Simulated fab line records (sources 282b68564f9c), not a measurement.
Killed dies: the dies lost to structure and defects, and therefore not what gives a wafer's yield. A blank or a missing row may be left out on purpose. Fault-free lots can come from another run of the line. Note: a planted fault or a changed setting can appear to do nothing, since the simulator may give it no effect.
Which tool is to blame? | flow rit cmos | 12 lots, 36 wafers sampled, at 2 steps of a route of 202

WHAT THE GAUGES READ, wafer by wafer
The record lacks any reading of a measuring or inspecting step that a usual standard deviation could be used to judge.

WHICH TOOL RAN EACH LOT (tool, then ch and the chambers of the sampled wafers, then the start)
lot  | RIT_SILICIDE_RTA_04             | RIT_M1_PROBE_99
L549 | rtp anneal-01 ch 0, day 3 08:59 | -
L550 | rtp anneal-02 ch 0, day 3 11:50 | -
L551 | rtp anneal-01 ch 0, day 3 14:59 | -
L552 | rtp anneal-02 ch 0, day 3 22:44 | -
L553 | rtp anneal-01 ch 0, day 4 01:08 | -
L558 | rtp anneal-02 ch 0, day 5 06:16 | prober-01, day 5 13:07
L560 | rtp anneal-02 ch 0, day 5 17:42 | prober-01, day 6 00:16
L563 | rtp anneal-01 ch 0, day 6 07:44 | -
L565 | rtp anneal-01 ch 0, day 6 16:37 | -
L567 | rtp anneal-01 ch 0, day 7 01:40 | -
L569 | rtp anneal-01 ch 0, day 7 13:48 | -
L571 | rtp anneal-01 ch 0, day 7 20:28 | -
- RIT_SILICIDE_RTA_04: time 10 s, ramp up 5 s, ramp down 5 s.
- RIT_M1_PROBE_99

AS READ BY THE TOOLS THEMSELVES (means over the sampled wafers that have a number; for cases with no such wafer, the mark the record gives instead)
RIT_SILICIDE_RTA_04.
lot  | tool          | chamber o2 ppm | wafer_temp_C_max
L549 | rtp anneal-01 | 2.010          | 652.9
L550 | rtp anneal-02 | 2.016          | 652.1
L551 | rtp anneal-01 | 2.006          | 652.4
L552 | rtp anneal-02 | 1.995          | 652.1
L553 | rtp anneal-01 | 1.988          | 652.2
L558 | rtp anneal-02 | 1.978          | 645.0
L560 | rtp anneal-02 | 2.052          | 645.2
L563 | rtp anneal-01 | 1.969          | 652.3
L565 | rtp anneal-01 | 2.003          | 652.8
L567 | rtp anneal-01 | 2.009          | 652.8
L569 | rtp anneal-01 | 2.028          | 652.2
L571 | rtp anneal-01 | 1.981          | 652.9

RIT_M1_PROBE_99.
lot  | tool      | killed at contacts | killed at front end | killed dies | killed open | killed short
L558 | prober-01 | 0.3                | 5.0                 | 5.3         | 2.3         | 3.0
L560 | prober-01 | 0.0                | 7.7                 | 7.7         | 2.3         | 4.7

THE ANSWER, worked out from the rows above alone
Rule: what is usual is taken from the lots themselves. Put in order of their means at a reading, lots are off if they are a third of the lots or fewer, leave a main group of 4 or more, and stand apart from it by a gap of 3 or more times the standard deviation of the main group's means; of several such gaps the widest counts. A main group whose means are all the same, to the digits that the tables above print for the reading, isn't used. Also off: a lot with no number at a reading for which 4 or more lots have one. Any other lot the step has rows for is counted as sound. The gauges are gone through in route order, then the tools' own readings, and for those a lot's mean is taken as printed above. At the first step where some lot is off, the reading lying furthest off is the one used; lots without a number count as furthest.
Off, at RIT_SILICIDE_RTA_04 on wafer_temp_C_max: L558, L560. The main group: mean 652.5, standard deviation 0.32.
A tool fits if, at that step or a process step before it, it ran every lot that is off, and no sound lot after the first of them. One fits: rtp anneal-02 at RIT_SILICIDE_RTA_04. A fault onset in the window from L552 (day 3 22:44, its last sound lot) to L558 (day 5 06:16, its first lot off) fits.
On the lots that are off, the tool's own readings at RIT_SILICIDE_RTA_04 differ by more than 5 times the standard deviation of the sound lots' means, which bears it out; wafer_temp_C_max reads 645.1 there versus 652.5 on the sound lots.

WHAT THE SIMULATOR HAD INSERTED
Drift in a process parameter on rtp anneal-02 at RIT_SILICIDE_RTA_04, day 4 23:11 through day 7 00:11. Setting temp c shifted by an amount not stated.
Shown lots that were struck: L558, L560. The same result came from the rule above.
